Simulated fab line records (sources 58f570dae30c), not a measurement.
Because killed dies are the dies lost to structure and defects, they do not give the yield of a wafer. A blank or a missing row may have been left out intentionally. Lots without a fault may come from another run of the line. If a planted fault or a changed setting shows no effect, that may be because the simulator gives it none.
fab line records	flow berkeleyCmos170
record lots=14	wafers=42	lastDay=12
route steps=331 shown NVT@110 PVT@124 PLDD@150 PSD@181
lots untouched by any fault: they come from a run of this same line in which no faults occurred
startH: hours from the record's first day to the start of the lot's first wafer shown	waitH: hours since the lot's step before	" as in the row above	L1.1+2: several wafers, shown together as one row	- no value, or no start was given	* or withheld: withheld	< > ~ a bound
route shown NAME@n: a module of which the file shows steps, and the number in the route of the first	usual: mean/standard deviation taken from wafers without a fault	same: alike in all rows	chamber/n: place in a boat	sites: the reading at each site	_std_site: the values' standard deviation	_edge_site: outer sites' mean less inner sites'	radiusMm: how far each site lies from the wafer's centre	mask NAME#n: copy n	behind: tool/chamber where the wafer was last shaped	hold: why the lot went on hold/how many hours it stayed there/how the hold came to an end	device: which transistor (n, p or np) failed to switch	end of line: the same wafers' tests at the end of the route	a step with no rows: only its recipe	killed: at the first sort, the dies lost to defects and structure; wafer yield is something else	map: per-die view of a wafer (x killed, . not killed, _ where there is no die)
set.NAME: the setting as run; set.NAME@STEP: as run at that earlier step	model.NAME: the simulator's own value behind a step, which no gauge read
route steps across a sampled set of lots; one table per step, one row per wafer
## steps
# step UCB170_NVT_OVL_MEAS_06
# usual NVT_OVL=1/5.2
lot.wafer	tool	chamber	startH	waitH	NVT_OVL[nm]
L428.2	overlay-01	-	120.47	-	4
L428.3	"	-	"	"	12
L428.6	"	-	"	"	5
L429.1	overlay-01	-	120.71	-	-5
L429.4	"	-	"	"	-12
L429.5	"	-	"	"	-1
L430.2	overlay-02	-	126.28	-	-6
L430.4	"	-	"	"	-5
L430.5	"	-	"	"	-3
L431.1	overlay-02	-	126.31	-	4
L431.2	"	-	"	"	1
L431.5	"	-	"	"	5
L433.2	overlay-02	-	135.57	-	-2
L433.3	"	-	"	"	-2
L433.5	"	-	"	"	-4
L434.1	overlay-01	-	148.37	-	7
L434.4	"	-	"	"	6
L434.5	"	-	"	"	4
L438.1	overlay-02	-	163.28	-	0
L438.3	"	-	"	"	-2
L438.5	"	-	"	"	1
L440.3	overlay-01	-	175.57	-	-3
L440.4	"	-	"	"	-6
L440.5	"	-	"	"	-6
L441.1	overlay-01	-	183.21	-	3
L441.2	"	-	"	"	-5
L441.3	"	-	"	"	5
L442.2	overlay-02	-	193.72	-	5
L442.3	"	-	"	"	2
L442.6	"	-	"	"	-1
L444.1	overlay-01	-	193.73	-	-2
L444.2	"	-	"	"	5
L444.4	"	-	"	"	1
L445.1	overlay-02	-	210.06	-	-5
L445.4	"	-	"	"	-11
L445.5	"	-	"	"	-8
L449.1	overlay-01	-	220.22	-	3
L449.3	"	-	"	"	1
L449.5	"	-	"	"	4
L451.2	overlay-02	-	228.50	-	4
L451.3	"	-	"	"	3
L451.6	"	-	"	"	12
# step UCB170_PVT_TW_MEAS_09
# usual PVT_TW=503.1/2.6
lot.wafer	tool	chamber	startH	waitH	PVT_TW
L428.2	filmMetro-02	-	122.35	0.1	498.6
L428.3	"	-	"	"	499.3
L428.6	"	-	"	"	503.5
L429.1	filmMetro-04	-	122.61	0.1	502.7
L429.4	"	-	"	"	502.8
L429.5	"	-	"	"	503.2
L430.2	filmMetro-02	-	128.54	0.1	500.8
L430.4	"	-	"	"	504.9
L430.5	"	-	"	"	501.7
L431.1	filmMetro-02	-	128.68	0.1	498.2
L431.2	"	-	"	"	506.8
L431.5	"	-	"	"	501.3
L433.2	filmMetro-03	-	137.49	0.1	506.3
L433.3	"	-	"	"	502.7
L433.5	"	-	"	"	502.1
L434.1	filmMetro-02	-	150.58	0.1	503.4
L434.4	"	-	"	"	507.5
L434.5	"	-	"	"	504.3
L438.1	filmMetro-03	-	167.23	0.1	508.4
L438.3	"	-	"	"	505.7
L438.5	"	-	"	"	506.0
L440.3	filmMetro-02	-	178.45	0.1	501.9
L440.4	"	-	"	"	501.9
L440.5	"	-	"	"	503.8
L441.1	filmMetro-03	-	185.01	0.1	505.9
L441.2	"	-	"	"	505.8
L441.3	"	-	"	"	507.1
L442.2	filmMetro-02	-	196.48	0.1	505.1
L442.3	"	-	"	"	502.8
L442.6	"	-	"	"	501.7
L444.1	filmMetro-03	-	196.74	0.1	504.4
L444.2	"	-	"	"	504.9
L444.4	"	-	"	"	508.1
L445.1	filmMetro-02	-	212.34	0.1	501.9
L445.4	"	-	"	"	503.6
L445.5	"	-	"	"	500.6
L449.1	filmMetro-02	-	223.13	0.1	500.6
L449.3	"	-	"	"	504.5
L449.5	"	-	"	"	501.7
L451.2	filmMetro-04	-	230.63	0.1	497.7
L451.3	"	-	"	"	501.1
L451.6	"	-	"	"	501.0
# step UCB170_PLDD_DEVELOP_05
# recipe developer=TMAH	developTimeS=45	resist=KrF	devTempC=21
lot.wafer	tool	chamber	startH	waitH
L428.2+3+6	lithoTrack-02	0	137	-
L429.1+4+5	lithoTrack-02	0	138	-
L431.1+2+5	lithoTrack-02	0	143	-
L430.2+4+5	lithoTrack-02	0	144	-
L433.2+3+5	lithoTrack-02	0	156	-
L434.1+4+5	lithoTrack-04	0	167	-
L438.1+3+5	lithoTrack-04	0	182	-
L440.3+4+5	lithoTrack-04	0	196	-
L441.1+2+3	lithoTrack-04	0	199	-
L442.2+3+6	lithoTrack-03	0	212	-
L444.1+2+4	lithoTrack-04	0	213	-
L445.1+4+5	lithoTrack-04	0	227	-
L449.1+3+5	lithoTrack-02	0	238	-
L451.2+3+6	lithoTrack-04	0	244	-
# step UCB170_PLDD_TW_MEAS_11
# usual PLDD_TW=1007/6.5
lot.wafer	tool	chamber	startH	waitH	PLDD_TW
L428.2	filmMetro-02	-	138.47	0.1	997
L428.3	"	-	"	"	1001
L428.6	"	-	"	"	998
L429.1	filmMetro-03	-	138.84	0.1	1007
L429.4	"	-	"	"	1008
L429.5	"	-	"	"	1008
L431.1	filmMetro-02	-	144.56	0.1	1014
L431.2	"	-	"	"	1008
L431.5	"	-	"	"	1012
L430.2	filmMetro-02	-	145.31	0.1	30
L430.4	"	-	"	"	30
L430.5	"	-	"	"	30
L433.2	filmMetro-03	-	157.40	0.1	30
L433.3	"	-	"	"	30
L433.5	"	-	"	"	30
L434.1	filmMetro-02	-	168.16	0.1	1000
L434.4	"	-	"	"	1004
L434.5	"	-	"	"	999
L438.1	filmMetro-01	-	183.10	0.1	1017
L438.3	"	-	"	"	1016
L438.5	"	-	"	"	1011
L440.3	filmMetro-01	-	196.85	0.1	1014
L440.4	"	-	"	"	1020
L440.5	"	-	"	"	1011
L441.1	filmMetro-01	-	200.01	0.1	1015
L441.2	"	-	"	"	1014
L441.3	"	-	"	"	1019
L442.2	filmMetro-02	-	213.52	0.1	1000
L442.3	"	-	"	"	997
L442.6	"	-	"	"	1003
L444.1	filmMetro-03	-	213.73	0.1	1005
L444.2	"	-	"	"	1008
L444.4	"	-	"	"	1002
L445.1	filmMetro-02	-	228.00	0.1	1001
L445.4	"	-	"	"	998
L445.5	"	-	"	"	998
L449.1	filmMetro-02	-	239.67	0.1	1002
L449.3	"	-	"	"	1004
L449.5	"	-	"	"	1000
L451.2	filmMetro-01	-	244.72	0.1	1012
L451.3	"	-	"	"	1022
L451.6	"	-	"	"	1018
# step UCB170_PSD_CD_MEAS_06
# recipe targetCdNm=1200
# usual cdNm=1200.2/1.6
lot.wafer	tool	chamber	startH	waitH	cdNm
L428.2	cdSem-01	-	144.99	-	1199.8
L428.3	"	-	"	"	1199.4
L428.6	"	-	"	"	1201.4
L429.1	cdSem-02	-	145.21	-	1202.3
L429.4	"	-	"	"	1202.9
L429.5	"	-	"	"	1201.5
L431.1	cdSem-01	-	152.19	-	1200.1
L431.2	"	-	"	"	1199.4
L431.5	"	-	"	"	1201.2
L430.2	cdSem-01	-	152.43	-	1197.5
L430.4	"	-	"	"	1197.7
L430.5	"	-	"	"	1197.9
L433.2	cdSem-01	-	164.98	-	1203.1
L433.3	"	-	"	"	1201.3
L433.5	"	-	"	"	1200.8
L434.1	cdSem-02	-	177.46	-	1202.8
L434.4	"	-	"	"	1202.1
L434.5	"	-	"	"	1203.3
L438.1	cdSem-01	-	192.28	-	1198.7
L438.3	"	-	"	"	1199.1
L438.5	"	-	"	"	1197.5
L440.3	cdSem-02	-	204.64	-	1200.3
L440.4	"	-	"	"	1199.0
L440.5	"	-	"	"	1199.0
L441.1	cdSem-02	-	210.66	-	1197.4
L441.2	"	-	"	"	1199.0
L441.3	"	-	"	"	1199.4
L444.1	cdSem-02	-	222.51	-	1200.5
L444.2	"	-	"	"	1200.7
L444.4	"	-	"	"	1200.3
L442.2	cdSem-01	-	222.59	-	1200.8
L442.3	"	-	"	"	1201.2
L442.6	"	-	"	"	1201.5
L445.1	cdSem-01	-	235.85	-	1202.0
L445.4	"	-	"	"	1203.7
L445.5	"	-	"	"	1203.1
L449.1	cdSem-01	-	246.47	-	1202.4
L449.3	"	-	"	"	1202.1
L449.5	"	-	"	"	1201.6
L451.2	cdSem-02	-	252.66	-	1199.0
L451.3	"	-	"	"	1199.8
L451.6	"	-	"	"	1198.7
## key
firstSign step=UCB170_PLDD_TW_MEAS_11	reading=PLDD_TW	direction=down	sigmas=99+	usual=1007	struck=30
effect none on later readings
metAt UCB170_PLDD_DEVELOP_05
struckLots L430,L433
sortLeftOut L430.2,L430.4,L430.5,L433.2,L433.3,L433.5
testerLeftOut L430,L433
notActingAt UCB170_NVT_OVL_MEAS_06,UCB170_PVT_TW_MEAS_09,UCB170_PSD_CD_MEAS_06
fault kind=processParameterDrift	tool=lithoTrack-02	chamber=-	onsetH=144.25	steps=UCB170_PLDD_DEVELOP_05	channel=developTimeS	offset=*	shape=step	endH=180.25	actsIn=*	stated=*
# testerLeftOut: of these lots the tester's yield and bins aren't shown, on N5 and GAA mostly nor the transistor test; their killed dies are dies lost to structure and defects alone, not to doping, threshold or leakage, so they don't give the yield
# sortLeftOut: the simulated sort isn't trusted on such a fault, so these wafers' sort isn't shown, and their yield isn't known
